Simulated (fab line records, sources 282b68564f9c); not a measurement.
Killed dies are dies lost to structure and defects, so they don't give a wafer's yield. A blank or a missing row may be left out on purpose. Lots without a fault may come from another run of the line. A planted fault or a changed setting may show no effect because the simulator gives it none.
Which tool did it? | flow rit_cmos | 7 lots, 21 wafers sampled, at 2 steps of a route of 202

WHAT THE GAUGES READ, wafer by wafer
RIT_ACTIVE_THK_MEAS_04.
lot  | measured    | on            | ACTIVE_NITRIDE_THK (nm)
L702 | day 2 05:35 | film_metro-03 | 151.7 153.1 153.9
L704 | day 2 15:06 | film_metro-02 | 153.2 152.4 152.3
L708 | day 3 12:28 | film_metro-02 | 153.6 153.2 152.5
L710 | day 3 20:32 | film_metro-02 | 255.5 256.9 257.4
L714 | day 4 18:27 | film_metro-01 | 151.8 152.6 152.6
L716 | day 5 02:35 | film_metro-02 | 153.2 151.5 152.8
L721 | day 6 04:29 | film_metro-01 | 151.1 151.3 151.3

WHICH TOOL RAN EACH LOT (tool, then ch and the chambers of the sampled wafers, then the start)
lot  | RIT_ACTIVE_CVD_03
L702 | lpcvd-01 ch 0, day 2 03:27
L704 | lpcvd-02 ch 0, day 2 13:40
L708 | lpcvd-01 ch 0, day 3 11:03
L710 | lpcvd-01 ch 1, day 3 19:07
L714 | lpcvd-02 ch 1, day 4 16:18
L716 | lpcvd-02 ch 0, day 5 01:09
L721 | lpcvd-02 ch 0, day 6 03:04
- RIT_ACTIVE_CVD_03: deposits Si3N4 from SiH2Cl2/NH3, target thk 150 nm, time 1527 s.

THE ANSWER, worked out from the rows above alone
Rule: what is usual is taken from the lots themselves. Put in order of their means at a reading, lots are off if they are a third of the lots or fewer, leave a main group of 4 or more, and stand apart from it by a gap of 3 or more times the standard deviation of the main group's means; of several such gaps the widest counts. A main group whose means are all the same, to the digits that the tables above print for the reading, isn't used. A lot without any number at a reading at which 4 lots or more have one is off too. The other lots that the step has rows for count as sound.
Off: L710, at RIT_ACTIVE_THK_MEAS_04 (ACTIVE_NITRIDE_THK). The main group: mean 152.4 nm, standard deviation 0.6.
A tool fits if, at a process step before that reading, it ran every lot that is off, and no sound lot after the first of them. The gauges at RIT_ACTIVE_THK_MEAS_04 are tried like those tools. One fits: lpcvd-01 at RIT_ACTIVE_CVD_03. Its last sound lot is L708 (day 3 11:03), its first lot that is off L710 (day 3 19:07): a fault that began between those two fits.

WHAT THE SIMULATOR HAD PUT IN
Process parameter drift: lpcvd-01, from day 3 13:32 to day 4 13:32, at RIT_ACTIVE_CVD_03. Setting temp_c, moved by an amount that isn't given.
Lots struck among those shown: L710. The rule above found the same.
